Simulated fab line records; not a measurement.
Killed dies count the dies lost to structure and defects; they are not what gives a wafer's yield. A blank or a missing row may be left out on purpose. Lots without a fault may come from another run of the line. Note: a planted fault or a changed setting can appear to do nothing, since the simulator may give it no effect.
fab line records | flow rit-cmos
record: lots: 5 | wafers: 15 | last-day: 6
route steps=202 shown PSD@150 SDANNEAL@153 NSD@158 PLDD@159 NLDD@160 SILICIDE@161 M1@202
lots that met no fault: taken from a fault-free run of the same line
start-h: hours from the record's opening day to when the first of the lot's shown wafers began | wait-h: hours from the lot's prior step to this one | " as in the row above | L1.1+2: a row that stands for several wafers | - no value, or no start given | * or withheld: withheld | < > ~ a bound
route shown NAME@n: names a module that has steps shown in the file, with the first one's number in the route | usual: mean/standard deviation of fault-free wafers | same: alike in all rows | chamber/n: place in a boat | sites: the reading at each site | _std_site: their standard deviation | _edge_site: inner sites' mean taken away from outer sites' mean | radius-mm: for every site, how far away it sits from the centre of the wafer | mask NAME#n: copy n | behind: the tool/chamber that last shaped the wafer | hold: the reason the lot was held/the length of the hold in hours/how it ended | device: names the non-switching transistor (n, p or np) | end of line: the tests these same wafers got at the end of their route | for a step that has no rows: nothing shown but its recipe | killed: not the wafer's yield, but the dies lost to structure and defects at the first sort | map: a wafer's dies, x killed, . not, _ none there
set.NAME: the run value of the setting; set.NAME@STEP: its run value at that earlier step | model.NAME: the simulator's own value behind a step, which no gauge read
lots at selected steps of the route; one table per step, one row per wafer
services: from which hour (start-h, from the record's first day; less than 0 if before it) a tool's chamber was out of use, for how many hours, and why
== steps ==
step: RIT_PSD_IMPLANT_08
recipe: species: BF2 | energy-kev: 27 | dose-cm2: 5e+15 | tilt-deg: 7
step: RIT_PSD_STRIP_09
recipe: chemistry: O2 | time-s: 180 | resist: NOVOLAK | platen-temp-c: withheld | power-w: 500 | pressure-mtorr: 4000 | o2-flow-sccm: 4000
usual: drypump-motor-current-A: 5.8/0.51 | o2-flow-sccm: 3998/14
lot.wafer | tool            | chamber | start-h | wait-h | drypump-motor-current-A | o2-flow-sccm | rf-hours-counter-h
L426.1    | plasma-asher-01 | 0       | 65.44   | 0.1    | 5.3                     | 4030         | 37
L426.4    | "               | 1       | "       | "      | 5.2                     | 4000         | -
L426.6    | "               | 0       | "       | "      | 5.3                     | 4014         | -
L428.1    | plasma-asher-03 | 0       | 74.67   | 0.1    | 6.5                     | 3995         | 29
L428.2    | "               | 1       | "       | "      | 5.7                     | 3998         | 29
L428.6    | "               | 1       | "       | "      | 5.7                     | 3984         | -
L429.1    | plasma-asher-04 | 0       | 77.80   | 0.1    | 5.6                     | 4007         | 44
L429.3    | "               | 1       | "       | "      | 6.3                     | 4016         | -
L429.4    | "               | 0       | "       | "      | 5.6                     | 4010         | -
L434.1    | plasma-asher-03 | 0       | 105.56  | 0.1    | 6.5                     | 4011         | 33
L434.2    | "               | 1       | "       | "      | 5.7                     | 4008         | 33
L434.3    | "               | 1       | "       | "      | 5.7                     | 3987         | -
L440.1    | plasma-asher-04 | 1       | 138.66  | 0.1    | 6.3                     | 3992         | 51
L440.3    | "               | 0       | "       | "      | 5.6                     | 3996         | -
L440.5    | "               | 0       | "       | "      | 5.5                     | 4002         | -
step: RIT_PSD_TW_MEAS_10
usual: PSD_TW: 3415/18
lot.wafer | tool          | chamber | start-h | wait-h | PSD_TW
L426.1    | film-metro-03 | -       | 65.61   | 0.1    | 3398
L426.4    | "             | -       | "       | "      | 3396
L426.6    | "             | -       | "       | "      | 3386
L428.1    | film-metro-01 | -       | 74.85   | 0.1    | 3406
L428.2    | "             | -       | "       | "      | 3430
L428.6    | "             | -       | "       | "      | 3424
L429.1    | film-metro-01 | -       | 77.97   | 0.1    | 3410
L429.3    | "             | -       | "       | "      | 3417
L429.4    | "             | -       | "       | "      | 3422
L434.1    | film-metro-02 | -       | 105.73  | 0.1    | 3429
L434.2    | "             | -       | "       | "      | 3445
L434.3    | "             | -       | "       | "      | 3453
L440.1    | film-metro-02 | -       | 138.83  | 0.1    | 3445
L440.3    | "             | -       | "       | "      | 3465
L440.5    | "             | -       | "       | "      | 3454
step: RIT_SDANNEAL_CLEAN_00
recipe: chemistry: SC1 | mix: 3:3:50 | time-s: 600 | temp-c: 75
step: RIT_SDANNEAL_CLEAN_01
recipe: chemistry: dHF | dilution: 50:1 | time-s: 30
step: RIT_SDANNEAL_CLEAN_02
recipe: chemistry: SC2 | mix: 3:3:50 | time-s: 612.6 | temp-c: 75 | dry: n2-spin
step: RIT_SDANNEAL_RTA_03
recipe: temp-c: 1050 | time-s: 5 | idle-temp-c: 600 | ramp-up-c-per-s: 342 | ramp-down-c-per-s: 171 | cool-to-c: 600 | ambient: N2
usual: wafer_temp_C_max: 1053.7/1.2
lot.wafer | tool          | chamber | start-h | wait-h | wafer_temp_C_max
L426.1    | rtp-anneal-01 | 0       | 66.07   | 0.0    | 1053.0
L426.4    | "             | 0       | "       | "      | 1053.5
L426.6    | "             | 0       | "       | "      | 1053.1
L428.1    | rtp-anneal-01 | 0       | 75.45   | 0.0    | 1053.7
L428.2    | "             | 0       | "       | "      | 1053.0
L428.6    | "             | 0       | "       | "      | 1052.8
L429.1    | rtp-anneal-02 | 0       | 78.42   | 0.0    | 1055.6
L429.3    | "             | 0       | "       | "      | 1052.3
L429.4    | "             | 0       | "       | "      | 1054.7
L434.1    | rtp-anneal-01 | 0       | 106.18  | 0.0    | 1054.0
L434.2    | "             | 0       | "       | "      | 1053.8
L434.3    | "             | 0       | "       | "      | 1053.0
L440.1    | rtp-anneal-01 | 0       | 139.29  | 0.0    | 1053.0
L440.3    | "             | 0       | "       | "      | 1051.4
L440.5    | "             | 0       | "       | "      | 1053.8
step: RIT_SDANNEAL_RS_MEAS_04
recipe: thk-meas-gauge: four-point-probe
usual: PSD_RS: 115.92/0.26
lot.wafer | tool          | chamber | start-h | wait-h | PSD_RS[ohm/sq]
L426.1    | film-metro-02 | -       | 66.13   | 0.0    | 116.02
L426.4    | "             | -       | "       | "      | 116.12
L426.6    | "             | -       | "       | "      | 115.86
L428.1    | film-metro-02 | -       | 75.51   | 0.0    | 115.86
L428.2    | "             | -       | "       | "      | 115.88
L428.6    | "             | -       | "       | "      | 115.75
L429.1    | film-metro-02 | -       | 78.48   | 0.0    | 116.00
L429.3    | "             | -       | "       | "      | 115.74
L429.4    | "             | -       | "       | "      | 115.94
L434.1    | film-metro-01 | -       | 106.23  | 0.0    | 116.30
L434.2    | "             | -       | "       | "      | 116.32
L434.3    | "             | -       | "       | "      | 115.79
L440.1    | film-metro-01 | -       | 139.35  | 0.0    | 115.78
L440.3    | "             | -       | "       | "      | 115.78
L440.5    | "             | -       | "       | "      | 115.92
step: RIT_SDANNEAL_RS_MEAS_05
recipe: thk-meas-gauge: four-point-probe
usual: NSD_RS: 84.47/0.26
lot.wafer | tool          | chamber | start-h | wait-h | NSD_RS[ohm/sq]
L426.1    | film-metro-02 | -       | 66.25   | 0.1    | 84.72
L426.4    | "             | -       | "       | "      | 84.39
L426.6    | "             | -       | "       | "      | 84.51
L428.1    | film-metro-02 | -       | 75.63   | 0.1    | 84.37
L428.2    | "             | -       | "       | "      | 84.26
L428.6    | "             | -       | "       | "      | 84.42
L429.1    | film-metro-02 | -       | 78.60   | 0.1    | 84.00
L429.3    | "             | -       | "       | "      | 83.90
L429.4    | "             | -       | "       | "      | 83.99
L434.1    | film-metro-01 | -       | 106.35  | 0.1    | 84.56
L434.2    | "             | -       | "       | "      | 84.76
L434.3    | "             | -       | "       | "      | 84.79
L440.1    | film-metro-01 | -       | 139.47  | 0.1    | 84.99
L440.3    | "             | -       | "       | "      | 84.89
L440.5    | "             | -       | "       | "      | 84.81
step: RIT_SDANNEAL_RS_MEAS_06
recipe: thk-meas-gauge: four-point-probe
usual: PLDD_RS: 176.9/0.5
lot.wafer | tool          | chamber | start-h | wait-h | PLDD_RS[ohm/sq]
L426.1    | film-metro-02 | -       | 66.37   | 0.1    | 177.5
L426.4    | "             | -       | "       | "      | 177.3
L426.6    | "             | -       | "       | "      | 177.2
L428.1    | film-metro-02 | -       | 75.75   | 0.1    | 177.6
L428.2    | "             | -       | "       | "      | 176.5
L428.6    | "             | -       | "       | "      | 176.9
L429.1    | film-metro-02 | -       | 78.72   | 0.1    | 176.3
L429.3    | "             | -       | "       | "      | 176.5
L429.4    | "             | -       | "       | "      | 176.8
L434.1    | film-metro-01 | -       | 106.47  | 0.1    | 177.2
L434.2    | "             | -       | "       | "      | 176.7
L434.3    | "             | -       | "       | "      | 176.8
L440.1    | film-metro-01 | -       | 139.59  | 0.1    | 176.5
L440.3    | "             | -       | "       | "      | 176.6
L440.5    | "             | -       | "       | "      | 176.0
step: RIT_SDANNEAL_RS_MEAS_07
recipe: thk-meas-gauge: four-point-probe
usual: NLDD_RS: 151.5/0.5
lot.wafer | tool          | chamber | start-h | wait-h | NLDD_RS[ohm/sq]
L426.1    | film-metro-02 | -       | 66.49   | 0.1    | 151.5
L426.4    | "             | -       | "       | "      | 151.7
L426.6    | "             | -       | "       | "      | 150.6
L428.1    | film-metro-02 | -       | 75.87   | 0.1    | 151.3
L428.2    | "             | -       | "       | "      | 151.3
L428.6    | "             | -       | "       | "      | 151.6
L429.1    | film-metro-02 | -       | 78.84   | 0.1    | 150.9
L429.3    | "             | -       | "       | "      | 150.6
L429.4    | "             | -       | "       | "      | 151.4
L434.1    | film-metro-01 | -       | 106.59  | 0.1    | 151.3
L434.2    | "             | -       | "       | "      | 152.0
L434.3    | "             | -       | "       | "      | 151.2
L440.1    | film-metro-01 | -       | 139.71  | 0.1    | 151.4
L440.3    | "             | -       | "       | "      | 151.7
L440.5    | "             | -       | "       | "      | 151.7
step: RIT_SILICIDE_WET_ETCH_00
recipe: chemistry: BOE | target: SiO2 | target-depth-nm: 14 | time-s: 15 | dry: n2-spin | dilution: 10:1 | temp-c: 21.5
step: RIT_SILICIDE_SPUTTER_01
recipe: material: Ti | target-thk-nm: 30 | power-w: 350 | chamber-pressure-pa: 0.667 | gas: Ar | time-s: 240 | substrate-temp-c: 25
usual: throttle-valve-pct: 30.2/1.1
lot.wafer | tool           | chamber | start-h | wait-h | throttle-valve-pct | model.Ti_of_SILICIDE_SPUTTER_01.thk-nm
L426.1    | pvd-sputter-02 | -       | 66.62   | 0.0    | 31.5               | 30.52
L426.4    | "              | -       | "       | "      | 29.0               | 29.6
L426.6    | "              | -       | "       | "      | 29.1               | 29.85
L428.1    | pvd-sputter-01 | -       | 76.00   | 0.0    | 31.2               | 30.6
L428.2    | "              | -       | "       | "      | 29.9               | 30.2
L428.6    | "              | -       | "       | "      | 29.1               | 30.23
L429.1    | pvd-sputter-02 | -       | 78.97   | 0.0    | 31.4               | 30.6
L429.3    | "              | -       | "       | "      | 29.1               | 29.78
L429.4    | "              | -       | "       | "      | 29.4               | 29.67
L434.1    | pvd-sputter-03 | -       | 106.73  | 0.0    | 31.3               | 30.31
L434.2    | "              | -       | "       | "      | 30.3               | 30.88
L434.3    | "              | -       | "       | "      | 29.9               | 30.08
L440.1    | pvd-sputter-01 | -       | 139.84  | 0.0    | 31.1               | 32.77
L440.3    | "              | -       | "       | "      | 29.3               | 30.41
L440.5    | "              | -       | "       | "      | 29.2               | 30.29
step: RIT_SILICIDE_RS_MEAS_02
recipe: thk-meas-gauge: four-point-probe | reads: Ti_of_SILICIDE_SPUTTER_01
usual: SILICIDE_TI_RS: 47.6/0.83
lot.wafer | tool          | chamber | start-h | wait-h | SILICIDE_TI_RS[ohm/sq]
L426.1    | film-metro-03 | -       | 66.77   | 0.1    | 46.8
L426.4    | "             | -       | "       | "      | 48.7
L426.6    | "             | -       | "       | "      | 48.3
L428.1    | film-metro-03 | -       | 76.15   | 0.1    | 46.7
L428.2    | "             | -       | "       | "      | 47.5
L428.6    | "             | -       | "       | "      | 47.4
L429.1    | film-metro-01 | -       | 79.12   | 0.1    | 46.8
L429.3    | "             | -       | "       | "      | 48.4
L429.4    | "             | -       | "       | "      | 48.5
L434.1    | film-metro-04 | -       | 106.88  | 0.1    | 47.2
L434.2    | "             | -       | "       | "      | 46.2
L434.3    | "             | -       | "       | "      | 47.8
L440.1    | film-metro-03 | -       | 139.99  | 0.1    | 42.9
L440.3    | "             | -       | "       | "      | 47.0
L440.5    | "             | -       | "       | "      | 47.3
step: RIT_SILICIDE_THK_MEAS_03
recipe: thk-meas-gauge: xrf | reads: Ti_of_SILICIDE_SPUTTER_01
usual: SILICIDE_TI_THK: 30.9/0.46
lot.wafer | tool          | chamber | start-h | wait-h | SILICIDE_TI_THK[nm]
L426.1    | film-metro-03 | -       | 66.89   | 0.1    | 31.4
L426.4    | "             | -       | "       | "      | 30.2
L426.6    | "             | -       | "       | "      | 30.7
L428.1    | film-metro-03 | -       | 76.27   | 0.1    | 31.4
L428.2    | "             | -       | "       | "      | 31.1
L428.6    | "             | -       | "       | "      | 31.1
L429.1    | film-metro-01 | -       | 79.24   | 0.1    | 31.2
L429.3    | "             | -       | "       | "      | 30.6
L429.4    | "             | -       | "       | "      | 30.2
L434.1    | film-metro-04 | -       | 107.00  | 0.1    | 30.8
L434.2    | "             | -       | "       | "      | 31.6
L434.3    | "             | -       | "       | "      | 30.7
L440.1    | film-metro-03 | -       | 140.11  | 0.1    | 33.5
L440.3    | "             | -       | "       | "      | 31.0
L440.5    | "             | -       | "       | "      | 31.0
step: RIT_SILICIDE_RTA_04
recipe: temp-c: 650 | time-s: 10 | idle-temp-c: 25 | ramp-up-s: 5 | ramp-down-s: 5 | cool-to-c: 25 | ambient: N2
usual: wafer_temp_C_max: 652.4/0.52
lot.wafer | tool          | chamber | start-h | wait-h | wafer_temp_C_max
L426.1    | rtp-anneal-02 | 0       | 66.95   | 0.1    | 652.5
L426.4    | "             | 0       | "       | "      | 652.7
L426.6    | "             | 0       | "       | "      | 652.6
L428.1    | rtp-anneal-02 | 0       | 76.33   | 0.1    | 652.2
L428.2    | "             | 0       | "       | "      | 652.7
L428.6    | "             | 0       | "       | "      | 652.0
L429.1    | rtp-anneal-01 | 0       | 79.30   | 0.1    | 653.3
L429.3    | "             | 0       | "       | "      | 652.5
L429.4    | "             | 0       | "       | "      | 652.4
L434.1    | rtp-anneal-02 | 0       | 107.06  | 0.1    | 652.6
L434.2    | "             | 0       | "       | "      | 652.3
L434.3    | "             | 0       | "       | "      | 652.7
L440.1    | rtp-anneal-02 | 0       | 140.17  | 0.1    | 652.0
L440.3    | "             | 0       | "       | "      | 652.8
L440.5    | "             | 0       | "       | "      | 652.5
step: RIT_M1_PROBE_99
usual: killed-at-contacts: 0.1/0.31 | killed-at-front-end: 6.3/3 | killed-dies: 6.4/3 | killed-open: 3/1.9 | killed-short: 3.4/1.9
same: gross-dies: 264 | killed_at_M0_to_M3: 0 | killed_at_M4_up: 0 | killed-at-back-side: 0 | killed-at-other: 0
lot.wafer | tool      | chamber | start-h | wait-h | killed-at-contacts | killed-at-front-end | killed-dies | killed-open | killed-short | model.etest.contact-pplus.end-ohm-um | model.etest.contact-nplus.end-ohm-um | model.etest.npoly-line.rs-ohm-sq | model.etest.ppoly-line.rs-ohm-sq | model.etest.npoly-sal.rs-ohm-sq | model.etest.ppoly-sal.rs-ohm-sq | model.etest.pplus-sal.rs-ohm-sq | model.etest.nplus-sal.rs-ohm-sq
L426.1    | prober-02 | -       | 73.55   | 0.1    | 0                  | 7                   | 7           | 5           | 2            | 45.8                                 | 42.11                                | 16.76                            | 16.19                            | 4.31                            | 4.273                           | 4.238                           | 4.28
L426.4    | prober-02 | -       | 73.70   | 0.2    | 0                  | 13                  | 13          | 9           | 4            | 43.26                                | 41.57                                | 17.12                            | 16.59                            | 4.429                           | 4.409                           | 4.413                           | 4.359
L426.6    | prober-02 | -       | 73.80   | 0.2    | 0                  | 1                   | 1           | 0           | 1            | 44.96                                | 42                                   | 17.1                             | 16.68                            | 4.405                           | 4.397                           | 4.399                           | 4.372
L428.1    | prober-02 | -       | 83.19   | 0.1    | 0                  | 3                   | 3           | 1           | 2            | 43.68                                | 40.57                                | 16.86                            | 16.33                            | 4.287                           | 4.241                           | 4.233                           | 4.223
L428.2    | prober-02 | -       | 83.24   | 0.1    | 0                  | 8                   | 8           | 2           | 6            | 43.09                                | 40.68                                | 16.93                            | 16.43                            | 4.343                           | 4.316                           | 4.261                           | 4.256
L428.6    | prober-02 | -       | 83.44   | 0.2    | 0                  | 5                   | 5           | 2           | 3            | 43.53                                | 40.2                                 | 17.07                            | 16.31                            | 4.294                           | 4.287                           | 4.288                           | 4.272
L429.1    | prober-01 | -       | 85.93   | 0.1    | 0                  | 0                   | 0           | 0           | 0            | 45.49                                | 41.67                                | 16.73                            | 16.52                            | 4.308                           | 4.235                           | 4.258                           | 4.236
L429.3    | prober-01 | -       | 86.03   | 0.2    | 0                  | 5                   | 5           | 2           | 3            | 43.18                                | 40.49                                | 16.98                            | 16.44                            | 4.379                           | 4.329                           | 4.341                           | 4.294
L429.4    | prober-01 | -       | 86.08   | 0.2    | 0                  | 3                   | 3           | 0           | 3            | 43.62                                | 40.88                                | 17.15                            | 16.6                             | 4.374                           | 4.342                           | 4.299                           | 4.323
L434.1    | prober-02 | -       | 113.82  | 0.1    | 0                  | 8                   | 8           | 5           | 3            | 46.11                                | 41.31                                | 16.89                            | 16.47                            | 4.292                           | 4.256                           | 4.26                            | 4.251
L434.2    | prober-02 | -       | 113.87  | 0.1    | 0                  | 3                   | 3           | 1           | 2            | 46.2                                 | 42.16                                | 16.57                            | 16.06                            | 4.264                           | 4.234                           | 4.255                           | 4.248
L434.3    | prober-02 | -       | 113.92  | 0.2    | 0                  | 6                   | 6           | 3           | 3            | 42.53                                | 42.32                                | 16.93                            | 16.42                            | 4.308                           | 4.308                           | 4.308                           | 4.263
L440.1    | prober-02 | -       | 147.01  | 0.1    | 0                  | 7                   | 7           | 3           | 4            | 46.86                                | 46.47                                | 15.96                            | 15.57                            | 3.992                           | 4.006                           | 3.975                           | 3.97
L440.3    | prober-02 | -       | 147.11  | 0.2    | 1                  | 5                   | 6           | 1           | 5            | 44.15                                | 43.09                                | 16.93                            | 16.42                            | 4.311                           | 4.287                           | 4.257                           | 4.239
L440.5    | prober-02 | -       | 147.21  | 0.2    | 0                  | 7                   | 7           | 2           | 5            | 43.57                                | 42.05                                | 16.99                            | 16.46                            | 4.306                           | 4.31                            | 4.299                           | 4.29
killed by level:class
L426.1 REOX:geometric-particle:open=3 GATE:geometric-particle:open=2 GATE:geometric-particle:short=1 REOX:geometric-particle:short=1
L426.4 FOX1:geometric-particle:open=2 GATE:geometric-particle:open=2 GATE:geometric-particle:short=2 REOX:geometric-particle:open=2 SPACER:geometric-particle:open=2 REOX:geometric-particle:short=1 SILICIDE:geometric-particle:open=1 SILICIDE:geometric-particle:short=1
L426.6 FOX2:geometric-particle:short=1
L428.1 GATE:geometric-particle:short=1 REOX:geometric-particle:open=1 SPACER:geometric-particle:short=1
L428.2 GATE:geometric-particle:short=3 REOX:geometric-particle:short=2 GATE:geometric-particle:open=1 SPACER:geometric-particle:open=1 SPACER:geometric-particle:short=1
L428.6 FOX1:geometric-particle:open=1 FOX2:geometric-particle:short=1 GATE:geometric-particle:short=1 REOX:geometric-particle:open=1 REOX:geometric-particle:short=1
L429.3 GATE:geometric-particle:short=3 GATE:geometric-particle:open=2
L429.4 GATE:geometric-particle:short=2 REOX:geometric-particle:short=1
L434.1 GATE:geometric-particle:open=3 FOX1:geometric-particle:open=2 GATE:geometric-particle:short=1 SPACER:geometric-particle:short=1 SILICIDE:geometric-particle:short=1
L434.2 GATE:geometric-particle:short=2 GATE:geometric-particle:open=1
L434.3 GATE:geometric-particle:open=2 GATE:geometric-particle:short=2 FOX1:geometric-particle:open=1 SILICIDE:geometric-particle:short=1
L440.1 FOX1:geometric-particle:short=2 GATE:geometric-particle:open=2 FOX1:geometric-particle:open=1 FOX2:geometric-particle:short=1 REOX:geometric-particle:short=1
L440.3 FOX1:geometric-particle:short=2 GATE:geometric-particle:short=2 ACTIVE:geometric-particle:open=1 CONTACT:geometric-particle:short=1
L440.5 FOX2:geometric-particle:short=1 GATE:geometric-particle:open=1 GATE:geometric-particle:short=1 REOX:geometric-particle:open=1 REOX:geometric-particle:short=1 SPACER:geometric-particle:short=1 SILICIDE:geometric-particle:short=1
== services ==
tool            | chamber | start-h | hours | kind
plasma-asher-04 | -       | 57.82   | 14.6  | pm
pvd-sputter-02  | -       | 63.67   | 0.7   | repair
plasma-asher-04 | -       | 74.78   | 2.2   | repair
pvd-sputter-03  | -       | 81.87   | 1.9   | repair
plasma-asher-01 | -       | 98.54   | 2.8   | pm
pvd-sputter-02  | -       | 102.85  | 32.0  | repair
plasma-asher-01 | -       | 108.75  | 9.0   | pm
plasma-asher-01 | 0       | 108.75  | 9.5   | vent-cycle
plasma-asher-01 | 1       | 108.75  | 9.5   | vent-cycle
plasma-asher-01 | -       | 109.09  | 9.1   | repair
plasma-asher-04 | -       | 114.19  | 2.8   | repair
plasma-asher-01 | 0       | 117.75  | -     | clean
plasma-asher-01 | 1       | 117.75  | -     | clean
plasma-asher-04 | -       | 129.31  | 4.3   | pm
== key ==
first-sign: step: RIT_SILICIDE_RS_MEAS_02 | reading: SILICIDE_TI_RS | direction: down | sigmas: 5.7 | usual: 47.6 | struck: 42.9
effect: step: RIT_SILICIDE_THK_MEAS_03 | reading: SILICIDE_TI_THK | direction: up | sigmas: 5.7 | usual: 30.9 | struck: 33.5
model-effect: step: RIT_SILICIDE_SPUTTER_01 | value: Ti_of_SILICIDE_SPUTTER_01.thk-nm | without: 30.79 | struck: 32.77
model-effect: step: RIT_M1_PROBE_99 | value: etest.contact-pplus.end-ohm-um | without: 43.71 | struck: 46.86
met-at RIT_SILICIDE_SPUTTER_01
struck-wafers L440.1
tester-left-out L440
onset-between 76.00 139.84
fault: kind: process-parameter-drift | tool: pvd-sputter-01 | chamber: - | onset-h: 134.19 | steps: RIT_SILICIDE_SPUTTER_01 | channel: target-thk-nm | offset: 1.9752 | shape: step | end-h: 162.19 | acts-in: these-recipes-only | stated: 30 | scope: struck-wafers-only
tester-left-out: of these lots the tester's yield and bins aren't shown, on N5 and GAA mostly nor the transistor test; their killed dies are dies lost to structure and defects alone, not to doping, threshold or leakage, so they don't give the yield
